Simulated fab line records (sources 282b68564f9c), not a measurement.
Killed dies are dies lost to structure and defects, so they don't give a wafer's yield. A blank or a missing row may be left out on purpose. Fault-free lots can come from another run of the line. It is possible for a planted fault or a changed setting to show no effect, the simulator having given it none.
Which tool is to blame? | flow rit-cmos | 21 wafers from 7 lots sampled at 2 of the route's 202 steps

## WHAT THE GAUGES READ, wafer by wafer
RIT_M1_CD_MEAS_90 targets a cd of 2600 nm.
lot  | measured    | on        | cd-nm (nm)
L155 | day 3 12:18 | cd-sem-01 | 2604.5 2597.6 2602.2
L157 | day 3 22:53 | cd-sem-01 | 2599.2 2599.3 2599.9
L159 | day 4 12:28 | cd-sem-01 | 2600.8 2601.3 2603.2
L161 | day 4 18:43 | cd-sem-01 | 2600.0 2602.6 2602.3
L167 | day 6 05:31 | cd-sem-01 | 2590.8 2599.9 2593.7
L174 | day 7 12:13 | cd-sem-01 | 2600.7 2605.0 2601.6
L177 | day 8 03:19 | cd-sem-02 | 2606.9 2605.8 2605.9

## TOOL THAT RAN EACH LOT (tool first, then ch and the chambers of the sampled wafers, then the start)
lot  | RIT_M1_METAL_ETCH_12
L155 | rie-metal-02 ch 0,1, day 3 11:44
L157 | rie-metal-04 ch 0,1, day 3 22:19
L159 | rie-metal-01 ch 1, day 4 11:56
L161 | rie-metal-02 ch 0,1, day 4 18:12
L167 | rie-metal-02 ch 0,1, day 6 05:00
L174 | rie-metal-04 ch 0,1, day 7 11:43
L177 | rie-metal-04 ch 0,1, day 8 02:49
- RIT_M1_METAL_ETCH_12: etches Al in Cl2/BCl3, stops on SiO2, time 165 s, target depth 600 nm.

## THE ANSWER, worked out from the rows above alone
Rule: the lots themselves supply what counts as usual. The widest of any qualifying gaps counts: lots, ordered by their means at a reading, are off when they make up no more than a third of the lots, leave a main group of 4 or more, and stand apart from it by 3 or more times the standard deviation of that group's means. Not used: any main group whose means are identical at the precision the tables above print for the reading. A lot without any number at a reading at which 4 lots or more have one is off too. Where the step has rows for the other lots, those lots are counted as sound.
No lot is off on any of the readings shown, so nothing can be concluded from this.

## WHAT WAS PUT IN BY THE SIMULATOR
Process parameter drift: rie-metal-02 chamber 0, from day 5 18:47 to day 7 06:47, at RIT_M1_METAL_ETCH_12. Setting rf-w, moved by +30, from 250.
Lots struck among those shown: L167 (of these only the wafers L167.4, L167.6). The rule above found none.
